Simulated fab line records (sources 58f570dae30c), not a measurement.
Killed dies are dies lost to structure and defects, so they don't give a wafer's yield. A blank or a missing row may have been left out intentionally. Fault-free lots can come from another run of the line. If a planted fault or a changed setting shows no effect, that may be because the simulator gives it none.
Which of the tools did it? -- flow berkeley_cmos170 -- 7 lots with 21 wafers sampled at 3 steps, on a route of 331 steps

WHAT EACH GAUGE READ, for each wafer
UCB170_V2_CD_MEAS_12: the cd target is 700 nm.
lot,measured,on,cd_nm (nm)
L413,day 8 11:53,cd_sem-01,700.0 700.4 698.9
L415,day 8 21:34,cd_sem-02,700.4 699.5 699.3
L418,day 9 17:59,cd_sem-01,700.6 702.2 699.8
L420,day 10 11:02,cd_sem-01,698.3 699.4 697.3
L422,day 10 11:05,cd_sem-02,700.1 700.4 700.4
L430,day 11 23:34,cd_sem-02,700.0 699.5 698.7
L433,day 12 07:05,cd_sem-01,699.2 699.2 700.2

WHAT TOOL EACH LOT RAN ON (gives the tool, then ch and the chambers of the sampled wafers, and finally the start)
lot,UCB170_NVT_STRIP_08,UCB170_V2_SOFTBAKE_08
L413,"plasma_asher-03 ch 0, day 5 20:55","litho_track-04 ch 0, day 8 11:22"
L415,"plasma_asher-03 ch 0,1, day 6 10:01","litho_track-03 ch 0, day 8 20:38"
L418,"plasma_asher-03 ch 0,1, day 7 08:01","litho_track-01 ch 0, day 9 16:32"
L420,"plasma_asher-01 ch 0, day 7 22:18","litho_track-04 ch 0, day 10 09:43"
L422,"plasma_asher-01 ch 0,1, day 8 03:20","litho_track-01 ch 0, day 10 09:46"
L430,"plasma_asher-03 ch 0, day 9 23:50","litho_track-04 ch 0, day 11 22:55"
L433,"plasma_asher-03 ch 0,1, day 10 07:10","litho_track-03 ch 0, day 12 06:26"
- UCB170_NVT_STRIP_08: strips in O2.
- UCB170_V2_SOFTBAKE_08: time 60 s.

THE ANSWER, worked out from the rows above alone
Rule: the lots themselves supply what counts as usual. The widest of any qualifying gaps counts: lots, ordered by their means at a reading, are off when they make up no more than a third of the lots, leave a main group of 4 or more, and stand apart from it by 3 or more times the standard deviation of that group's means. If all means in a main group match to the digits the tables above print for the reading, that group is not used. Also off: a lot with no number at a reading for which 4 or more lots have one. All remaining lots with rows at the step are treated as sound.
Nothing can be told from this: no lot is off at any reading shown.

WHAT THE SIMULATOR PUT IN
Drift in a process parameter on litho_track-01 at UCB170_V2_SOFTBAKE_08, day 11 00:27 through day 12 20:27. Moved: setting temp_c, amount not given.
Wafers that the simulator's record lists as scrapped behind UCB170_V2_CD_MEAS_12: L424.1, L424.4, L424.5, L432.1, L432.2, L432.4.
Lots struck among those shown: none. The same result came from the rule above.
